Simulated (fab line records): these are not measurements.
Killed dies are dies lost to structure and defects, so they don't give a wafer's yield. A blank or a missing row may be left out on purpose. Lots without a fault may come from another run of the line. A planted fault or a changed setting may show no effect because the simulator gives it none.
A struck lot beside a sound one ; flow rit-cmos ; 23 out of 202 route steps
Sound: wafers L320.1, L320.4, L320.5. Wafers L314.2, L314.3, L314.5 were the ones struck. At the end, the cause is stated.
Each step with rows lists, per side, the tool, then ch with its chambers, then its first start. Under that, the readings that differ: sound wafers ; struck wafers ; difference of the means ; sigmas: that difference in standard deviations of wafers without a fault.
alike: words and numbers the same on both sides, and readings whose means are apart by under 2 such deviations; not compared: readings that were withheld, readings missing a value for some wafer, numbers with overlapping values and no deviation given by the record, and bounds like >300 which may hide the same value.
A row with sigmas, a row that says differs or no value, or rows on one side alone: a step with any of these is where the two part. Numbers that don't overlap but have no deviation are shown without sigmas and don't part them. A reading missing from all wafers of one side parts the sides only when that side holds two or more wafers.

RIT_CONTACT_CD_MEAS_08: target cd 1000 nm.
  sound: cd-sem-01 at day 6 02:26; struck: cd-sem-02 at day 4 21:01
  alike: cd-nm
RIT_CONTACT_OVL_MEAS_09:
  sound: overlay-02 at day 6 02:34; struck: overlay-01 at day 4 21:08
reading;sound;struck;difference;sigmas
CONTACT_OVL (nm);4.6 3.6 3.2;0.0 0.4 1.3;-3.2;-2
then, 1 step without rows for these wafers: RIT_CONTACT_HARDBAKE_10 (time 60 s).
RIT_CONTACT_ETCH_11: etches SiO2 in CHF3/CF4/Ar, stops on TiSi2, target depth 480 nm, time 320 s.
  sound on rie-diel-02 ch 0,1,3, day 6 02:44; struck on rie-diel-01 ch 0,1,2, day 4 21:19
  alike: drypump-motor-current-A, oes-product-au, throttle-valve-pct
  not compared: rf-hours-counter-h
RIT_CONTACT_STRIP_12: strips in O2, time 180 s.
  sound on plasma-asher-02 ch 0,1, day 6 02:56; struck on plasma-asher-04 ch 0,1, day 4 21:30
  alike: drypump-motor-current-A
  not compared: rf-hours-counter-h
RIT_CONTACT_CD_MEAS_90: target cd 1000 nm.
  sound: cd-sem-01 at day 6 03:07; struck: cd-sem-02 at day 4 21:42
reading;sound;struck;difference;sigmas
cd-nm (nm);996.1 998.1 997.5;1002.5 1003.3 1002.9;+5.7;+2
then, 2 steps without rows for these wafers: RIT_CONTACT_CLEAN_13 (cleans in SC1, time 600 s); RIT_CONTACT_CLEAN_14 (cleans in SC2, time 600 s).
RIT_M1_SPUTTER_00: material Al, target thk 400 nm, time 484.9 s.
  sound: pvd-sputter-02 at day 6 03:46; struck: pvd-sputter-02 at day 4 22:19
  alike: throttle-valve-pct
RIT_M1_RS_MEAS_01: a four-point-probe measurement.
  sound: film-metro-01 at day 6 04:04; struck: film-metro-03 at day 4 22:38
  alike: M1_AL_RS
RIT_M1_THK_MEAS_02: measures by xrf.
  sound: film-metro-01 at day 6 04:11; struck: film-metro-03 at day 4 22:45
  alike: M1_AL_THK
then, 1 step without rows for these wafers: RIT_M1_HMDS_03 (prime time 60 s).
RIT_M1_COAT_04: resist thk 1300 nm.
  sound on litho-track-04 ch 0, day 6 04:24; struck on litho-track-02 ch 0, day 4 22:58
reading;sound;struck;difference;sigmas
model.NOVOLAK_of_M1_COAT_04.thk-nm (nm);1304 1301 1302;713.2 713.9 713.9;-588.7;
  alike: chill-plate-temp-C, exhaust-pa, resist-line-temp-C
then, 3 steps without rows for these wafers: RIT_M1_SOFTBAKE_05 (time 60 s); RIT_M1_EXPOSE_06 (exposes mask M12, target cd 2600 nm); RIT_M1_PEB_07.
RIT_M1_DEVELOP_08: develop time 70.4 s.
  sound on litho-track-02 ch 0; struck on litho-track-02 ch 0
reading;sound;struck;difference;sigmas
model.M1.cd-nm (nm);2598 2603 2601;2545 2544 2547;-55;
  alike: chill-plate-temp-C, exhaust-pa, resist-line-temp-C
RIT_M1_CD_MEAS_09: target cd 2600 nm.
  sound: cd-sem-01 at day 6 05:08; struck: cd-sem-01 at day 4 23:45
reading;sound;struck;difference;sigmas
cd-nm (nm);2598.0 2602.9 2600.7;2544.9 2543.9 2547.0;-55.3;-28
RIT_M1_OVL_MEAS_10:
  sound: overlay-02 at day 6 05:15; struck: overlay-01 at day 4 23:52
  alike: M1_OVL
then, 1 step without rows for these wafers: RIT_M1_HARDBAKE_11 (time 120 s).
RIT_M1_METAL_ETCH_12: etches Al in Cl2/BCl3, stops on SiO2, time 165 s, target depth 600 nm.
  sound on rie-metal-03 ch 0,1, day 6 05:40; struck on rie-metal-03 ch 0,1, day 5 00:08
reading;sound;struck;difference;sigmas
model.NOVOLAK_of_M1_COAT_04.thk-nm (nm);817.6 802.9 801.4;291.2 302 293.6;-511.7;
model.M1.cd-nm (nm);2599 2601 2599;2544 2545 2546;-55;
  alike: drypump-motor-current-A, oes-product-au, throttle-valve-pct
  not compared: rf-hours-counter-h
then, 1 step without rows for these wafers: RIT_M1_STRIP_13 (strips in nmp, time 600 s).
RIT_M1_PROBE_99:
  sound: prober-02 at day 6 08:07; struck: prober-02 at day 5 02:29
reading;sound;struck;difference;sigmas
model.etest.m1.width-nm (nm);2603 2593 2602;2547 2543 2540;-56;
  alike: defect-limited-yield, killed-at-contacts, killed-at-front-end, killed-dies, killed-open, killed-short, sort_bin_3_pad_short, sort_bin_5_function, sort_bin_6_memory, sort-n-pass, sort-yield-pct

== WHERE THEY PART ==
First at RIT_CONTACT_OVL_MEAS_09; last, within this record, at RIT_M1_CD_MEAS_09. Later steps at which nothing parts them and some readings are alike: RIT_M1_OVL_MEAS_10, RIT_M1_METAL_ETCH_12, RIT_M1_PROBE_99.

WHY: what the simulator had put in
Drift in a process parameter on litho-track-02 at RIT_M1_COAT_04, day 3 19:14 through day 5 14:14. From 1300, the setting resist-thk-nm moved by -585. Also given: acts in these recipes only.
